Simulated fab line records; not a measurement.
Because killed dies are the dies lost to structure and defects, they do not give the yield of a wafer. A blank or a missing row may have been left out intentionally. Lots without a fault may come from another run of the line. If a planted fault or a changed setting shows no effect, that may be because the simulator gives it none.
8D (eight disciplines) problem report, filled in by code    flow berkeleyCmos170    the parts of the form that need people (team, actions taken, sign-off) are left out

## 1. THE PROBLEM
Mean GATE_OXIDE_THK at UCB170_GATE_THK_MEAS_02: 8.65 nm over 6 wafers in 2 lots; fault-free wafers: 6.59 nm, standard deviation 0.14. That puts it +15 standard deviations away from the usual mean.
Seen first at day 8 05:11 on filmMetro-02, wafer L270.2. Wafers with a number at this step in the record: 42, from 14 lots. The rule behind "out" and "out of limits": a value lying over 4 standard deviations away from the usual mean. Any other wafer with a number is counted as sound.

## 2. WHAT IT IS; WHAT IT IS NOT
question                     is                          is not
which readings at this step  GATE_OXIDE_THK              -
which lots                   L270, L278                  L264, L265, L266, L267, L268, L269, L271, L276, L280, L281, L284, L285
which wafers of those lots   all that have a number      -
read on which gauges         filmMetro-02, filmMetro-03  filmMetro-01
when                         from day 8 05:11            up to then (18 sound wafers); but 18 sound wafers of L271, L276, L280, L281, L284, L285 came after

## 3. SUSPECTS, AND WHAT RULES EACH OUT
Counting: a tool stays on the suspect list if, at a process step up to the reading, it processed all lots that are out and no sound lot following the first of them.
- the gauge at UCB170_GATE_THK_MEAS_02 has been ruled out. 2 gauges (filmMetro-02, filmMetro-03) read the wafers that are out.
- furnace-01 at UCB170_GATE_OXIDATION_01 (target thk 6.6 nm, ox time 1800 s): kept. It processed each lot that is out, first L270 at day 8 03:40, and no sound lot thereafter; up to then, the last sound lot it processed was L267 at day 7 16:28.
The count leaves furnace-01 at UCB170_GATE_OXIDATION_01.

## 4. THE CAUSE (what the simulator had put in)
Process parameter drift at UCB170_GATE_OXIDATION_01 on furnace-01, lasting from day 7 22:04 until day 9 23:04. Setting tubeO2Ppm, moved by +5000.
After counting, this tool was the only one left.

## 5. THE EFFECT CHAIN, in route order
Rows list readings where the struck wafers' mean (over those with a number) sits beyond 3 standard deviations from the usual. Only readings for which the record gives a usual standard deviation are gone through. hours: the time from each lot's start at the first step in this table that gives one to its start at this step, as a median over the lots. sigmas: the change in usual standard deviations.
hours  step                     reading         usual    on struck wafers  change  sigmas
0      UCB170_GATE_THK_MEAS_02  GATE_OXIDE_THK  6.59 nm  8.65              +2.06   +15

## 6. HOW IT WOULD HAVE BEEN CAUGHT EARLIER
Counted from the fault's start at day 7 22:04, it took 7 hours until the first out-of-limits reading at a measuring or inspecting step in this record, taken at day 8 05:11.
Tool readings at UCB170_GATE_OXIDATION_01 with a usual standard deviation given in the record: none out on any struck wafer, hence no alarm at a limit of 4 standard deviations on them.
Among the 2 lots that are out, L278 began UCB170_GATE_OXIDATION_01 on furnace-01 after day 8 05:11. Putting the tool on hold at that point would have spared it.
